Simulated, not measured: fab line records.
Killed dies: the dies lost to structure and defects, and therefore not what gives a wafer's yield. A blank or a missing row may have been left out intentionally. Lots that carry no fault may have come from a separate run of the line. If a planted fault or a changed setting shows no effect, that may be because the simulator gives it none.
Lot-split experiment + flow berkeley-cmos170 + 23 wafers read across 5 lots, on a route 331 steps long

## THE SPLIT ITSELF
At UCB170_M3_EXPOSE_12 (exposes mask METAL3, target cd 700 nm), the setting dose-mj was moved away from the recipe's 26 on 6 of the 23 wafers read, by -4.0% to +2.2%. For the rest of the wafers, this setting stayed at what the recipe calls for.

## FROM THE SPLIT TO THE READING: what the file shows between them, 2 steps
- UCB170_M3_PEB_13
- UCB170_M3_DEVELOP_14: develop time 45 s

## THE READING
At UCB170_M3_CD_MEAS_15: cd-nm in nanometres, against a target cd of 700 nm. Typical for fault-free wafers on this fab line: 699.9 nm, with standard deviation 1.4 nm.

| wafer  | tool, chamber at the split | dose-mj as run | against the recipe | cd-nm, nm | against lot-mates on the recipe |
|--------|----------------------------|----------------|--------------------|-----------|---------------------------------|
| L074.1 | krf-scanner-01, 0          | 26             | recipe             | 697.3     | -                               |
| L074.2 | krf-scanner-01, 0          | 26             | recipe             | 698.5     | -                               |
| L074.4 | krf-scanner-01, 0          | 26             | recipe             | 697.7     | -                               |
| L074.5 | krf-scanner-01, 0          | 26             | recipe             | 698.0     | -                               |
| L074.6 | krf-scanner-01, 0          | 26             | recipe             | 698.3     | -                               |
| L076.1 | krf-scanner-02, 0          | 26.56          | +2.2%              | 697.3     | -2.1                            |
| L076.2 | krf-scanner-02, 0          | 26.56          | +2.2%              | 696.5     | -2.9                            |
| L076.3 | krf-scanner-02, 0          | 26.56          | +2.2%              | 696.0     | -3.4                            |
| L076.4 | krf-scanner-02, 0          | 26             | recipe             | 699.4     | -                               |
| L076.5 | krf-scanner-02, 0          | 26             | recipe             | 699.4     | -                               |
| L079.1 | krf-scanner-01, 0          | 26             | recipe             | 700.1     | -                               |
| L079.3 | krf-scanner-01, 0          | 26             | recipe             | 700.4     | -                               |
| L079.4 | krf-scanner-01, 0          | 26             | recipe             | 699.8     | -                               |
| L079.5 | krf-scanner-01, 0          | 26             | recipe             | 700.1     | -                               |
| L079.6 | krf-scanner-01, 0          | 26             | recipe             | 700.7     | -                               |
| L083.1 | krf-scanner-02, 0          | 24.96          | -4.0%              | 705.0     | +6.8                            |
| L083.3 | krf-scanner-02, 0          | 24.96          | -4.0%              | 706.4     | +8.1                            |
| L083.4 | krf-scanner-02, 0          | 26             | recipe             | 698.2     | -                               |
| L083.5 | krf-scanner-02, 0          | 26             | recipe             | 698.3     | -                               |
| L083.6 | krf-scanner-02, 0          | 24.96          | -4.0%              | 705.8     | +7.5                            |
| L081.1 | krf-scanner-01, 0          | 26             | recipe             | 700.9     | -                               |
| L081.4 | krf-scanner-01, 0          | 26             | recipe             | 701.4     | -                               |
| L081.6 | krf-scanner-01, 0          | 26             | recipe             | 698.9     | -                               |

THE FIT
A straight line over all 23 wafers: cd-nm changes by -1.52 nm for each +1% of dose-mj; r = -0.92; the points scatter about the line by 1.1 nm.
The same after taking each lot's own level away (the mean of its wafers on the recipe; 23 wafers): -1.73 nm for each +1%; r = -0.97; scatter 0.67 nm.
The reading moves by 6.9 nm for the largest change in dose-mj, on that fit.
Across the lots, their own levels run from 697.96 to 700.40 nm, a range of 1.7 times the standard deviation given above.
So the slope is not independent of the lot-to-lot level: the two fits are not the same.
Check: with one of the wafers moved furthest among these (-4.0%) left out of the fit, the line predicts +7.23 nm for it against its lot-mates. Against them it came out at +6.75 nm.

## OTHER SPLITS ON THESE WAFERS
Note: prior to the reading, these wafers also went through further splits. Each is held against what the fit with the lots' levels taken away leaves over:
| other split on the same wafers           | wafers away from the commonest value | r with cd-nm (lot level and that fit taken away) |
|------------------------------------------|--------------------------------------|--------------------------------------------------|
| UCB170_V2_COAT_07 resist-thk-nm          | 8                                    | -0.25                                            |
| UCB170_M3_SPUTTER_01 chamber-pressure-pa | 10                                   | +0.26                                            |

## THE FILE'S OWN FIT
cd-nm changes by -1.74 nm for each +1% of dose-mj, r = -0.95.
